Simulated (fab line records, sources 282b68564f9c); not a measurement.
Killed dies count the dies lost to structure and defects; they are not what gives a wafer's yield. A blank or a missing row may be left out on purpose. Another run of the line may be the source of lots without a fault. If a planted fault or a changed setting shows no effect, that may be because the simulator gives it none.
fab line records + flow rit_cmos
record
- lots=5
- wafers=15
- last_day=6
route steps=202 shown GATE@77 FOX2@80 M1@202
lots with no fault: from the same line, run without faults
start_h: hours from the record's first day to the start of the lot's first wafer shown + wait_h: how many hours have passed since the lot's step before this one + " repeats the value in the row above + L1.1+2: a single row standing in for several wafers + - no value, or no start was given + * or withheld: withheld + < > ~ a bound
route shown NAME@n: a module of which the file shows steps, and the number in the route of the first + usual: average and standard deviation across the fault-free wafers + same: alike in all rows + chamber/n: place in a boat + sites: each site's reading + _std_site: their standard deviation + _edge_site: mean of outer sites minus mean of inner sites + radius_mm: for every site, how far away it sits from the centre of the wafer + mask NAME#n: copy n + behind: the last tool/chamber to shape the wafer + hold: why the lot was held/for how many hours/how that ended + device: names the non-switching transistor (n, p or np) + end of line: tests of these same wafers at the route's end + where a step has no rows: the recipe by itself + killed: dies that structure and defects cost at the first sort, which is not the same as the wafer's yield + map: a wafer's dies, x killed, . not, _ none there
set.NAME: the setting that was run; set.NAME@STEP: the one run at that earlier step + model.NAME: the simulator's own value behind a step, which no gauge read
lots at some steps of the route; a table a step, a row a wafer
services: when a tool's chamber went out of use (start_h, in hours from the record's first day, below 0 if earlier), for how many hours, and the reason
## steps
# step RIT_GATE_CLEAN_02
# recipe
- chemistry=dHF
- dilution=50:1
- time_s=30
# step RIT_GATE_CLEAN_03
# recipe
- chemistry=SC2
- mix=3:3:50
- time_s=600
- temp_c=75
- dry=n2_spin
# step RIT_GATE_CLEAN_04
# recipe
- chemistry=dHF
- dilution=50:1
- time_s=60
- dry=n2_spin
# step RIT_FOX2_THK_MEAS_91
# recipe
- reads=SiO2_of_FOX2_OXIDATION_00
# usual
- FIELD_OXIDE_LEFT_2_THK=240/6.9
| lot.wafer | tool          | chamber | start_h | wait_h | FIELD_OXIDE_LEFT_2_THK[nm] |
|-----------|---------------|---------|---------|--------|----------------------------|
| L388.1    | film_metro-02 | -       | 50.96   | 0.0    | 237                        |
| L388.2    | "             | -       | "       | "      | 236                        |
| L388.3    | "             | -       | "       | "      | 239                        |
| L391.2    | film_metro-01 | -       | 64.53   | 0.0    | 248                        |
| L391.4    | "             | -       | "       | "      | 239                        |
| L391.6    | "             | -       | "       | "      | 246                        |
| L394.2    | film_metro-01 | -       | 81.59   | 0.0    | 242                        |
| L394.3    | "             | -       | "       | "      | 247                        |
| L394.5    | "             | -       | "       | "      | 245                        |
| L395.1    | film_metro-01 | -       | 86.38   | 0.0    | 237                        |
| L395.3    | "             | -       | "       | "      | 230                        |
| L395.5    | "             | -       | "       | "      | 236                        |
| L404.3    | film_metro-02 | -       | 129.64  | 0.0    | 233                        |
| L404.5    | "             | -       | "       | "      | 230                        |
| L404.6    | "             | -       | "       | "      | 233                        |
# step RIT_GATE_OXIDATION_05
# recipe
- temp_c=900
- ambient=O2
- target_thk_a=30
- ox_time_s=270
# step RIT_GATE_ANNEAL_06
# recipe
- temp_c=900
- time_s=600
- ambient=N2O
# step RIT_GATE_THK_MEAS_07
# recipe
- reads=SiO2_of_GATE_OXIDATION_05
# usual
- GATE_OXIDE_THK=2.98/0.065
| lot.wafer | tool          | chamber | start_h | wait_h | GATE_OXIDE_THK[nm] |
|-----------|---------------|---------|---------|--------|--------------------|
| L388.1    | film_metro-04 | -       | 56.01   | 0.0    | 3.13               |
| L388.2    | "             | -       | "       | "      | 3.04               |
| L388.3    | "             | -       | "       | "      | 3.08               |
| L391.2    | film_metro-02 | -       | 69.06   | 0.0    | 2.99               |
| L391.4    | "             | -       | "       | "      | 2.97               |
| L391.6    | "             | -       | "       | "      | 3.02               |
| L394.2    | film_metro-04 | -       | 84.41   | 0.0    | 2.95               |
| L394.3    | "             | -       | "       | "      | 2.96               |
| L394.5    | "             | -       | "       | "      | 2.95               |
| L395.1    | film_metro-04 | -       | 87.77   | 0.0    | 3.11               |
| L395.3    | "             | -       | "       | "      | 3.04               |
| L395.5    | "             | -       | "       | "      | 3.05               |
| L404.3    | film_metro-02 | -       | 131.46  | 0.0    | 3.03               |
| L404.5    | "             | -       | "       | "      | 3.06               |
| L404.6    | "             | -       | "       | "      | 3.05               |
# step RIT_GATE_CVD_08
# recipe
- material=poly-Si
- target_thk_nm=250
- temp_c=610
- precursor=SiH4
- time_s=2220
- pressure_mtorr=300
- sih4_flow_sccm=100
# step RIT_GATE_THK_MEAS_09
# recipe
- reads=poly-Si_of_GATE_CVD_08
# usual
- GATE_POLY_THK=249.9/2.3
| lot.wafer | tool          | chamber | start_h | wait_h | GATE_POLY_THK[nm] |
|-----------|---------------|---------|---------|--------|-------------------|
| L388.1    | film_metro-01 | -       | 57.68   | 0.0    | 253.4             |
| L388.2    | "             | -       | "       | "      | 252.6             |
| L388.3    | "             | -       | "       | "      | 251.9             |
| L391.2    | film_metro-02 | -       | 70.74   | 0.0    | 247.8             |
| L391.4    | "             | -       | "       | "      | 248.2             |
| L391.6    | "             | -       | "       | "      | 250.3             |
| L394.2    | film_metro-02 | -       | 86.09   | 0.0    | 249.3             |
| L394.3    | "             | -       | "       | "      | 248.0             |
| L394.5    | "             | -       | "       | "      | 248.2             |
| L395.1    | film_metro-01 | -       | 90.13   | 0.0    | 253.7             |
| L395.3    | "             | -       | "       | "      | 252.5             |
| L395.5    | "             | -       | "       | "      | 252.2             |
| L404.3    | film_metro-01 | -       | 133.13  | 0.0    | 249.6             |
| L404.5    | "             | -       | "       | "      | 248.7             |
| L404.6    | "             | -       | "       | "      | 248.3             |
# step RIT_GATE_HMDS_10
# recipe
- prime_time_s=60
- prime_temp_c=140
# step RIT_GATE_COAT_11
# recipe
- resist=NOVOLAK
- spin_rpm=4250
- resist_thk_nm=850
# step RIT_GATE_SOFTBAKE_12
# recipe
- resist=NOVOLAK
- temp_c=90
- time_s=60
# step RIT_GATE_EXPOSE_13
# recipe
- mask_id=M6
- na=0.6
- source_shape=conventional
- sigma_outer=0.6
- target_cd_nm=150
- dose_mj=380
| lot.wafer  | tool             | chamber | start_h | wait_h | mask    |
|------------|------------------|---------|---------|--------|---------|
| L388.1+2+3 | iline_stepper-01 | 0       | 58.35   | 0.2    | M6#0    |
| L391.2+4+6 | iline_stepper-02 | 0       | 71.26   | 0.1    | M6#0    |
| L394.2+3+5 | iline_stepper-01 | 0       | 86.73   | 0.2    | M6_R1#0 |
| L395.1+3+5 | iline_stepper-02 | 0       | 90.76   | 0.2    | M6#0    |
| L404.3+5+6 | iline_stepper-02 | 0       | 133.79  | 0.2    | M6#0    |
# step RIT_GATE_PEB_14
# recipe
- resist=NOVOLAK
- temp_c=withheld
- time_s=withheld
# step RIT_GATE_DEVELOP_15
# recipe
- resist=NOVOLAK
- develop_time_s=50
- dev_temp_c=23
# step RIT_GATE_CD_MEAS_16
# recipe
- target_cd_nm=150
# usual
- cd_nm=149.6/2.5
| lot.wafer | tool      | chamber | start_h | wait_h | cd_nm |
|-----------|-----------|---------|---------|--------|-------|
| L388.1    | cd_sem-01 | -       | 58.78   | -      | 150.1 |
| L388.2    | "         | -       | "       | "      | 153.2 |
| L388.3    | "         | -       | "       | "      | 155.0 |
| L391.2    | cd_sem-02 | -       | 71.66   | -      | 148.0 |
| L391.4    | "         | -       | "       | "      | 149.6 |
| L391.6    | "         | -       | "       | "      | 147.9 |
| L394.2    | cd_sem-01 | -       | 87.13   | -      | 122.6 |
| L394.3    | "         | -       | "       | "      | 122.3 |
| L394.5    | "         | -       | "       | "      | 124.9 |
| L395.1    | cd_sem-01 | -       | 91.16   | -      | 149.6 |
| L395.3    | "         | -       | "       | "      | 152.5 |
| L395.5    | "         | -       | "       | "      | 148.9 |
| L404.3    | cd_sem-01 | -       | 134.19  | -      | 149.2 |
| L404.5    | "         | -       | "       | "      | 149.6 |
| L404.6    | "         | -       | "       | "      | 148.1 |
# step RIT_GATE_OVL_MEAS_17
# usual
- GATE_OVL=0.6/1.5
| lot.wafer | tool       | chamber | start_h | wait_h | GATE_OVL[nm] |
|-----------|------------|---------|---------|--------|--------------|
| L388.1    | overlay-01 | -       | 58.90   | 0.1    | 1.7          |
| L388.2    | "          | -       | "       | "      | 0.0          |
| L388.3    | "          | -       | "       | "      | 0.4          |
| L391.2    | overlay-02 | -       | 71.76   | 0.1    | 1.1          |
| L391.4    | "          | -       | "       | "      | 0.6          |
| L391.6    | "          | -       | "       | "      | 0.4          |
| L394.2    | overlay-02 | -       | 87.24   | 0.1    | -0.4         |
| L394.3    | "          | -       | "       | "      | -0.3         |
| L394.5    | "          | -       | "       | "      | 1.1          |
| L395.1    | overlay-02 | -       | 91.28   | 0.1    | 1.3          |
| L395.3    | "          | -       | "       | "      | 3.3          |
| L395.5    | "          | -       | "       | "      | 0.5          |
| L404.3    | overlay-01 | -       | 134.28  | 0.1    | -1.1         |
| L404.5    | "          | -       | "       | "      | 0.5          |
| L404.6    | "          | -       | "       | "      | -0.2         |
# step RIT_GATE_HARDBAKE_18
# recipe
- resist=NOVOLAK
- temp_c=140
- time_s=60
# step RIT_GATE_ETCH_19
# recipe
- chemistry=SF6/CHF3/O2
- time_s=168.1
- SF6_flow_sccm=30
- CHF3_flow_sccm=30
- O2_flow_sccm=5
- target=poly-Si
- pressure_mtorr=40
- rf_w=160
- target_depth_a=3125
- over_etch_frac=0.25
- stop_on=SiO2
# usual
- O2_flow_sccm=4.998/0.015
- drypump_motor_current_A=5.7/0.42
- oes_product_au=0.841/0.012
- throttle_valve_pct=10.24/0.15
| lot.wafer | tool      | chamber | start_h | wait_h | O2_flow_sccm | drypump_motor_current_A | oes_product_au | rf_hours_counter_h | throttle_valve_pct | model.GATE.cd_nm |
|-----------|-----------|---------|---------|--------|--------------|-------------------------|----------------|--------------------|--------------------|------------------|
| L388.1    | rie_si-01 | 3       | 59.15   | 0.1    | 4.998        | 5.1                     | 0.855          | 40                 | 10.27              | 150.2            |
| L388.2    | "         | 0       | "       | "      | 4.983        | 5.7                     | 0.859          | 99                 | 10.12              | 153.5            |
| L388.3    | "         | 1       | "       | "      | 4.990        | 6.3                     | 0.849          | 24                 | 10.17              | 155.1            |
| L391.2    | rie_si-02 | 3       | 71.94   | 0.1    | 4.998        | 5.8                     | 0.829          | 118                | 10.03              | 148.1            |
| L391.4    | "         | 2       | "       | "      | 4.959        | 6.1                     | 0.842          | 68                 | 10.17              | 149.8            |
| L391.6    | "         | 2       | "       | "      | 4.959        | 6.1                     | 0.843          | -                  | 10.17              | 148.2            |
| L394.2    | rie_si-01 | 3       | 87.42   | 0.1    | 5.016        | 5.1                     | 0.838          | 41                 | 10.29              | 122.4            |
| L394.3    | "         | 2       | "       | "      | 5.035        | 5.7                     | 0.848          | 0                  | 10.47              | 122.4            |
| L394.5    | "         | 3       | "       | "      | 5.001        | 5.1                     | 0.841          | -                  | 10.28              | 125              |
| L395.1    | rie_si-02 | 0       | 91.48   | 0.1    | 5.003        | 5.1                     | 0.826          | 110                | 10.40              | 149.4            |
| L395.3    | "         | 3       | "       | "      | 4.972        | 5.9                     | 0.844          | 118                | 10.02              | 152.5            |
| L395.5    | "         | 2       | "       | "      | 5.001        | 6.1                     | 0.855          | -                  | 10.18              | 148.8            |
| L404.3    | rie_si-01 | 1       | 134.45  | 0.1    | 5.007        | 6.3                     | 0.844          | 25                 | 10.19              | 149.3            |
| L404.5    | "         | 3       | "       | "      | 5.001        | 5.1                     | 0.843          | -                  | 10.27              | 150.1            |
| L404.6    | "         | 0       | "       | "      | 5.001        | 5.7                     | 0.856          | -                  | 10.11              | 148.2            |
# step RIT_GATE_STRIP_20
# recipe
- chemistry=O2
- time_s=180
- resist=NOVOLAK
- platen_temp_c=withheld
- power_w=500
- pressure_mtorr=4000
- o2_flow_sccm=4000
# usual
- drypump_motor_current_A=5.4/0.38
| lot.wafer | tool            | chamber | start_h | wait_h | drypump_motor_current_A | rf_hours_counter_h |
|-----------|-----------------|---------|---------|--------|-------------------------|--------------------|
| L388.1    | plasma_asher-04 | 0       | 59.25   | 0.1    | 5.7                     | 28                 |
| L388.2    | "               | 1       | "       | "      | 5.2                     | 28                 |
| L388.3    | "               | 0       | "       | "      | 5.8                     | -                  |
| L391.2    | plasma_asher-02 | 0       | 72.05   | 0.1    | 5.3                     | 41                 |
| L391.4    | "               | 1       | "       | "      | 6.1                     | -                  |
| L391.6    | "               | 1       | "       | "      | 6.1                     | -                  |
| L394.2    | plasma_asher-01 | 1       | 87.52   | 0.1    | 5.4                     | 44                 |
| L394.3    | "               | 0       | "       | "      | 4.9                     | -                  |
| L394.5    | "               | 1       | "       | "      | 5.4                     | -                  |
| L395.1    | plasma_asher-01 | 0       | 91.59   | 0.1    | 4.9                     | 45                 |
| L395.3    | "               | 1       | "       | "      | 5.4                     | -                  |
| L395.5    | "               | 0       | "       | "      | 4.9                     | -                  |
| L404.3    | plasma_asher-04 | 1       | 134.62  | 0.1    | 5.2                     | -                  |
| L404.5    | "               | 0       | "       | "      | 5.8                     | -                  |
| L404.6    | "               | 1       | "       | "      | 5.2                     | -                  |
# step RIT_M1_PROBE_99
# usual
- killed_at_contacts=0.1/0.27
- killed_at_front_end=7/3.3
- killed_dies=7/3.3
- killed_on_rim=2.0/1.5
- killed_open=3.5/2
- killed_short=3.8/2.2
# same
- gross_dies=264
- killed_at_M0_to_M3=0
- killed_at_M4_up=0
- killed_at_back_side=0
- killed_at_other=0
| lot.wafer | tool      | chamber | start_h | wait_h | killed_at_contacts | killed_at_front_end | killed_dies | killed_on_rim | killed_open | killed_short | model.etest.pmos_0p3.r_on_ohm_um | model.etest.pmos_turned.r_on_ohm_um | model.etest.pmos_0p15.r_on_ohm_um | model.etest.nmos_0p15.r_on_ohm_um | model.etest.nmos_0p3.r_on_ohm_um | model.etest.nmos_0p15.drive_ua_um | model.etest.pmos_0p15.drive_ua_um | model.etest.nmos_turned.drive_ua_um |
|-----------|-----------|---------|---------|--------|--------------------|---------------------|-------------|---------------|-------------|--------------|----------------------------------|-------------------------------------|-----------------------------------|-----------------------------------|----------------------------------|-----------------------------------|-----------------------------------|-------------------------------------|
| L388.1    | prober-01 | -       | 79.45   | 0.1    | 0                  | 5                   | 5           | 4             | 2           | 3            | 6570                             | 3647                                | 2909                              | 1164                              | 2206                             | 456.8                             | 243                               | 307.6                               |
| L388.2    | prober-01 | -       | 79.50   | 0.1    | 0                  | 9                   | 9           | 1             | 2           | 7            | 6424                             | 3685                                | 2928                              | 1160                              | 2178                             | 446.4                             | 238.3                             | 302.5                               |
| L388.3    | prober-01 | -       | 79.55   | 0.2    | 0                  | 7                   | 7           | 1             | 3           | 4            | 6577                             | 3738                                | 3023                              | 1210                              | 2218                             | 438.2                             | 230.7                             | 302.1                               |
| L391.2    | prober-02 | -       | 91.72   | 0.1    | 0                  | 11                  | 11          | 3             | 6           | 5            | 6056                             | 3312                                | 2670                              | 1118                              | 2112                             | 477.4                             | 267.3                             | 327.4                               |
| L391.4    | prober-02 | -       | 91.82   | 0.2    | 0                  | 10                  | 10          | 3             | 5           | 5            | 6135                             | 3384                                | 2722                              | 1150                              | 2137                             | 464.8                             | 261.4                             | 320.8                               |
| L391.6    | prober-02 | -       | 91.92   | 0.2    | 0                  | 8                   | 8           | 1             | 3           | 5            | 6246                             | 3446                                | 2752                              | 1143                              | 2172                             | 468.6                             | 259                               | 311.7                               |
| L394.2    | prober-01 | -       | 107.63  | 0.1    | 0                  | 63                  | 63          | 36            | 3           | 3            | 5497                             | 2620                                | 2013                              | 889.8                             | 1913                             | 629.5                             | 371.4                             | 416.7                               |
| L394.3    | prober-01 | -       | 107.68  | 0.2    | 0                  | 59                  | 59          | 32            | 1           | 3            | 5467                             | 2560                                | 1982                              | 892                               | 1925                             | 635.7                             | 380.6                             | 429.1                               |
| L394.5    | prober-01 | -       | 107.78  | 0.2    | 1                  | 60                  | 61          | 35            | 5           | 4            | 5474                             | 2644                                | 2048                              | 915                               | 1929                             | 618.3                             | 363.7                             | 413.6                               |
| L395.1    | prober-02 | -       | 112.26  | 0.1    | 1                  | 12                  | 13          | 3             | 8           | 5            | 6405                             | 3462                                | 2780                              | 1121                              | 2172                             | 471.5                             | 254.2                             | 327.4                               |
| L395.3    | prober-02 | -       | 112.36  | 0.2    | 1                  | 9                   | 10          | 3             | 3           | 7            | 6423                             | 3590                                | 2856                              | 1121                              | 2151                             | 456.6                             | 240.9                             | 312.4                               |
| L395.5    | prober-02 | -       | 112.46  | 0.2    | 1                  | 10                  | 11          | 1             | 8           | 3            | 6382                             | 3520                                | 2783                              | 1093                              | 2153                             | 467.7                             | 250                               | 312.6                               |
| L404.3    | prober-01 | -       | 154.77  | 0.2    | 0                  | 8                   | 8           | 4             | 3           | 4            | 6513                             | 3533                                | 2868                              | 1121                              | 2192                             | 470.8                             | 245.6                             | 332.2                               |
| L404.5    | prober-01 | -       | 154.87  | 0.2    | 0                  | 6                   | 6           | 0             | 4           | 2            | 6395                             | 3468                                | 2810                              | 1124                              | 2135                             | 473                               | 252.9                             | 332.1                               |
| L404.6    | prober-01 | -       | 154.92  | 0.2    | 0                  | 4                   | 4           | 0             | 2           | 2            | 6509                             | 3516                                | 2829                              | 1142                              | 2197                             | 471.2                             | 248.3                             | 336.6                               |
# killed by level:class
L388.1 FOX1:geometric_particle:open=2 FOX1:geometric_particle:short=1 REOX:geometric_particle:short=1 SILICIDE:geometric_particle:short=1
L388.2 FOX2:geometric_particle:short=2 REOX:geometric_particle:short=2 SILICIDE:geometric_particle:short=2 GATE:geometric_particle:open=1 GATE:geometric_particle:short=1 REOX:geometric_particle:open=1
L388.3 SPACER:geometric_particle:open=2 FOX2:geometric_particle:open=1 GATE:geometric_particle:short=1 REOX:geometric_particle:short=1 SPACER:geometric_particle:short=1 SILICIDE:geometric_particle:short=1
L391.2 GATE:geometric_particle:open=3 GATE:geometric_particle:short=2 REOX:geometric_particle:open=2 FOX1:geometric_particle:short=1 SILICIDE:geometric_particle:open=1 REOX:geometric_particle:short=1 SILICIDE:geometric_particle:short=1
L391.4 GATE:geometric_particle:open=3 GATE:geometric_particle:short=3 REOX:geometric_particle:open=1 REOX:geometric_particle:short=1 SPACER:geometric_particle:open=1 SILICIDE:geometric_particle:short=1
L391.6 GATE:geometric_particle:short=3 FOX2:geometric_particle:open=1 FOX2:geometric_particle:short=1 GATE:geometric_particle:open=1 REOX:geometric_particle:open=1 SILICIDE:geometric_particle:short=1
L394.2 GATE:area_expose=57 FOX1:geometric_particle:short=1 FOX1:geometric_particle:open=1 FOX2:geometric_particle:open=1 GATE:geometric_particle:short=1 SPACER:geometric_particle:open=1 SILICIDE:geometric_particle:short=1
L394.3 GATE:area_expose=55 FOX2:geometric_particle:short=2 SPACER:geometric_particle:short=1 SILICIDE:geometric_particle:open=1
L394.5 GATE:area_expose=52 FOX1:geometric_particle:open=2 FOX1:geometric_particle:short=1 GATE:geometric_particle:open=1 GATE:geometric_particle:short=1 REOX:geometric_particle:short=1 REOX:geometric_particle:open=1 SPACER:geometric_particle:open=1
L395.1 GATE:geometric_particle:open=3 SPACER:geometric_particle:short=3 SPACER:geometric_particle:open=2 FOX1:geometric_particle:open=1 FOX1:geometric_particle:short=1 FOX2:geometric_particle:open=1 GATE:geometric_particle:short=1 CONTACT:geometric_particle:open=1
L395.3 SPACER:geometric_particle:short=3 GATE:geometric_particle:open=2 REOX:geometric_particle:short=2 FOX2:geometric_particle:open=1 GATE:geometric_particle:short=1 CONTACT:geometric_particle:short=1
L395.5 GATE:geometric_particle:open=3 FOX1:geometric_particle:short=2 FOX2:geometric_particle:open=2 FOX1:geometric_particle:open=1 GATE:geometric_particle:short=1 SILICIDE:geometric_particle:open=1 CONTACT:geometric_particle:open=1
L404.3 GATE:geometric_particle:short=2 GATE:geometric_particle:open=2 FOX1:geometric_particle:short=1 FOX1:geometric_particle:open=1 SILICIDE:geometric_particle:short=1 NWELL:coat_microbubble_printed=1
L404.5 GATE:geometric_particle:open=3 FOX1:geometric_particle:open=1 FOX1:geometric_particle:short=1 GATE:geometric_particle:short=1
L404.6 ACTIVE:geometric_particle:open=1 GATE:geometric_particle:short=1 REOX:geometric_particle:short=1 SPACER:geometric_particle:open=1
# map L394.2 (x killed, . not)
________xxxx..._______
_____x.x.xx..xxxxx____
____.x..xx.......xx___
___xx......x.x....xx__
__....x...........xxx_
__xx.........x....x.x_
_xx.............x....x
_x..x.....x....x..x..x
_xx...................
_.xx................x.
__x................x._
__x..x......x.x....x._
___...x.......x.....__
____x........x.x...___
_____x...........x____
________.x....._______
# map L388.2 (x killed, . not)
________......._______
_____.......x.....____
____...............___
___x................__
__...x..............._
__.x................._
_..x..................
_.....................
_.....................
_...x.................
__.........x........._
__.............x....._
___.................__
____.........x.....___
_____.............____
________......._______
## services
| tool             | chamber | start_h | hours | kind           |
|------------------|---------|---------|-------|----------------|
| iline_stepper-01 | -       | 49.53   | 1.7   | pm             |
| rie_si-01        | 2       | 57.26   | -     | clean          |
| rie_si-01        | 2       | 57.26   | 23.1  | scheduled_down |
| rie_si-01        | 2       | 57.26   | 23.1  | vent_cycle     |
| rie_si-01        | 0       | 59.27   | 6.9   | repair         |
| rie_si-02        | -       | 62.73   | 0.3   | repair         |
| iline_stepper-01 | -       | 71.82   | 3.2   | repair         |
| iline_stepper-01 | -       | 94.47   | 6.9   | repair         |
| plasma_asher-02  | -       | 108.75  | 9.0   | pm             |
| plasma_asher-02  | 0       | 108.75  | 9.0   | vent_cycle     |
| plasma_asher-02  | 1       | 108.75  | 9.0   | vent_cycle     |
| plasma_asher-02  | 0       | 117.75  | -     | clean          |
| plasma_asher-02  | 1       | 117.75  | -     | clean          |
| rie_si-01        | 2       | 130.34  | 5.8   | repair         |
## key
first_sign
- step=RIT_GATE_EXPOSE_13
- reading=mask
- direction=changed
effect
- step=RIT_GATE_CD_MEAS_16
- reading=cd_nm
- direction=down
- sigmas=10
- usual=149.6
- struck=123.3
effect
- step=RIT_M1_PROBE_99
- reading=killed_at_front_end
- direction=up
- sigmas=16
- usual=7
- struck=61
model_effect
- step=RIT_GATE_ETCH_19
- value=GATE.cd_nm
- without=145.3
- struck=123.3
model_effect
- step=RIT_M1_PROBE_99
- value=etest.pmos_0p3.r_on_ohm_um
- without=5977
- struck=5479
more_kills_born_at
- RIT_GATE_EXPOSE_13@iline_stepper-01=164
met_at RIT_GATE_EXPOSE_13
struck_wafers L394.2,L394.3,L394.5
tester_left_out L394
onset_between 58.35 86.73
fault
- kind=wrong_mask
- tool=any
- chamber=-
- onset_h=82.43
- steps=RIT_GATE_EXPOSE_13
- aux_copy=M6_R1#0
- cd_offset_nm=-22
- scope=struck_lots_only
# tester_left_out: of these lots the tester's yield and bins aren't shown, on N5 and GAA mostly nor the transistor test; their killed dies are dies lost to structure and defects alone, not to doping, threshold or leakage, so they don't give the yield
